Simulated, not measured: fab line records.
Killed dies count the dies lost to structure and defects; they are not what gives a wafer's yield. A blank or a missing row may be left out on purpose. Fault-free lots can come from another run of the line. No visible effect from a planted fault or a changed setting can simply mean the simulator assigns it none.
Which tool is to blame?    flow berkeley-cmos170    13 lots with 39 wafers sampled at 2 steps, on a route of 331 steps

== WHAT EACH GAUGE READ, for each wafer ==
UCB170_SPACER_THK_MEAS_01.
lot   measured      on             SPACER_TEOS_THK (nm)
L490  day 6 02:47   film-metro-04  362 376 375
L492  day 6 15:40   film-metro-03  370 378 372
L491  day 6 15:54   film-metro-04  367 372 372
L493  day 7 01:29   film-metro-03  369 374 377
L494  day 7 02:14   film-metro-04  369 377 373
L495  day 7 02:27   film-metro-02  372 379 373
L501  day 8 14:17   film-metro-04  221 221 377 222 220 377
L505  day 9 04:52   film-metro-03  371 377 372
L506  day 9 18:47   film-metro-02  385 380 370
L508  day 10 02:26  film-metro-04  372 379 368
L511  day 10 11:18  film-metro-02  374 378 380
L513  day 10 11:18  film-metro-04  366 380 374
L512  day 10 11:51  film-metro-02  369 376 375

== WHICH TOOL RAN EACH LOT (tool, then ch and the chambers of the sampled wafers, then the start) ==
lot   UCB170_SPACER_CVD_00
L490  pecvd-03 ch 1,2, day 6 02:44
L492  pecvd-03 ch 1,2, day 6 15:37
L491  pecvd-02 ch 0,1,2, day 6 15:52
L493  pecvd-03 ch 0,1,2, day 7 01:26
L494  pecvd-02 ch 0,1, day 7 02:12
L495  pecvd-03 ch 1,2, day 7 02:25
L501  pecvd-03 ch 0,2, day 8 14:15
L505  pecvd-02 ch 1,2, day 9 04:48
L506  pecvd-01 ch 0,1,2, day 9 18:43
L508  pecvd-01 ch 0,1,2, day 10 02:22
L511  pecvd-02 ch 0,2, day 10 11:16
L513  pecvd-01 ch 1,2, day 10 11:16
L512  pecvd-02 ch 0,1, day 10 11:47
- UCB170_SPACER_CVD_00: deposits SiO2 from TEOS/O2, target thk 376 nm, time 47 s.

== AS READ BY THE TOOLS THEMSELVES (means over the sampled wafers that have a number; for cases with no such wafer, the mark the record gives instead) ==
UCB170_SPACER_CVD_00.
lot   tool      heater-power-w (W)  run-length-s (s)
L490  pecvd-03  283                 74.3
L492  pecvd-03  303                 74.9
L491  pecvd-02  252                 74.5
L493  pecvd-03  299                 74.9
L494  pecvd-02  261                 74.2
L495  pecvd-03  267                 74.8
L501  pecvd-03  331                 62.9
L505  pecvd-02  239                 74.5
L506  pecvd-01  253                 75.6
L508  pecvd-01  226                 75.2
L511  pecvd-02  261                 75.0
L513  pecvd-01  255                 75.3
L512  pecvd-02  257                 74.1

== THE ANSWER, worked out from the rows above alone ==
Rule: what is usual is taken from the lots themselves. Put in order of their means at a reading, lots are off if they are a third of the lots or fewer, leave a main group of 4 or more, and stand apart from it by a gap of 3 or more times the standard deviation of the main group's means; of several such gaps the widest counts. A main group is skipped when, at the precision printed for the reading in the tables above, its means are all equal. A lot without any number at a reading at which 4 lots or more have one is off too. Where the step has rows for the other lots, those lots are counted as sound. Order of review: gauges by route order, followed by the tools' own readings, for which a lot's mean as printed above is used. At the first step where some lot is off, the reading lying furthest off is the one used; lots without a number count as furthest.
Off: at UCB170_SPACER_THK_MEAS_01 (SPACER_TEOS_THK), L501. Mean 374 nm and standard deviation 2.2 in the main group.
If a tool, at a process step before that reading, ran all the lots that are off and no sound lot after the first of them, it fits. Not tried: the gauges at UCB170_SPACER_THK_MEAS_01; whatever is off there is also off at UCB170_SPACER_CVD_00, on other tools, and gauge error can't account for it. One fits: UCB170_SPACER_CVD_00 on pecvd-03. A fault onset in the window from L495 (day 7 02:25, its last sound lot) to L501 (day 8 14:15, its first lot off) fits.
The tool's own readings at UCB170_SPACER_CVD_00 bear it out: on the lots that are off they differ by more than 5 times the standard deviation of the sound lots' means. run-length-s reads 62.9 s there against 74.8 s on the sound lots.

== WHAT THE SIMULATOR PUT IN ==
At UCB170_SPACER_CVD_00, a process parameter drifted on pecvd-03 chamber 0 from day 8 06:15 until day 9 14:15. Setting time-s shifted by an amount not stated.
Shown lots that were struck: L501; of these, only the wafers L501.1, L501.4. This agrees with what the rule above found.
